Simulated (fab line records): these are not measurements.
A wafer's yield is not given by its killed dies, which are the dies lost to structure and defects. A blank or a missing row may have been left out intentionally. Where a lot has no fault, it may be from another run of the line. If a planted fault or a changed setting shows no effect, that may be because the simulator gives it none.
Which tool is to blame? / flow rit cmos / 7 lots, 21 wafers sampled, at 2 steps of a route of 202

## WHAT EACH GAUGE READ, for each wafer
RIT_SILICIDE_RS_MEAS_02: uses a four-point probe to measure.
lot=L719; measured=day 3 19:09; on=film metro-04; SILICIDE_TI_RS (ohm/sq)=47.2 47.5 47.7
lot=L723; measured=day 4 13:40; on=film metro-04; SILICIDE_TI_RS (ohm/sq)=49.1 48.7 48.6
lot=L725; measured=day 4 22:55; on=film metro-03; SILICIDE_TI_RS (ohm/sq)=48.2 47.9 49.1
lot=L727; measured=day 5 06:58; on=film metro-04; SILICIDE_TI_RS (ohm/sq)=48.1 48.5 48.4
lot=L729; measured=day 5 15:47; on=film metro-04; SILICIDE_TI_RS (ohm/sq)=48.2 47.7 47.4
lot=L731; measured=day 6 04:46; on=film metro-04; SILICIDE_TI_RS (ohm/sq)=49.0 48.9 49.0
lot=L739; measured=day 7 17:33; on=film metro-03; SILICIDE_TI_RS (ohm/sq)=47.9 47.6 47.5

## WHAT TOOL EACH LOT RAN ON (gives the tool, then ch and the chambers of the sampled wafers, and finally the start)
lot=L719; RIT_SILICIDE_SPUTTER_01=pvd sputter-02, day 3 19:00
lot=L723; RIT_SILICIDE_SPUTTER_01=pvd sputter-02, day 4 13:30
lot=L725; RIT_SILICIDE_SPUTTER_01=pvd sputter-02, day 4 22:46
lot=L727; RIT_SILICIDE_SPUTTER_01=pvd sputter-01, day 5 06:47
lot=L729; RIT_SILICIDE_SPUTTER_01=pvd sputter-01, day 5 15:37
lot=L731; RIT_SILICIDE_SPUTTER_01=pvd sputter-02, day 6 04:35
lot=L739; RIT_SILICIDE_SPUTTER_01=pvd sputter-02, day 7 17:23
- RIT_SILICIDE_SPUTTER_01: material Ti, target thk 30 nm, time 240 s.

## THE ANSWER, worked out from the rows above alone
Rule: the lots themselves supply what counts as usual. The widest of any qualifying gaps counts: lots, ordered by their means at a reading, are off when they make up no more than a third of the lots, leave a main group of 4 or more, and stand apart from it by 3 or more times the standard deviation of that group's means. A main group is skipped when, at the precision printed for the reading in the tables above, its means are all equal. Also off: a lot with no number at a reading for which 4 or more lots have one. Where the step has rows for the other lots, those lots are counted as sound.
Across all readings shown, no lot is off: no conclusion can be drawn from this.

## WHAT HAD BEEN PUT IN BY THE SIMULATOR
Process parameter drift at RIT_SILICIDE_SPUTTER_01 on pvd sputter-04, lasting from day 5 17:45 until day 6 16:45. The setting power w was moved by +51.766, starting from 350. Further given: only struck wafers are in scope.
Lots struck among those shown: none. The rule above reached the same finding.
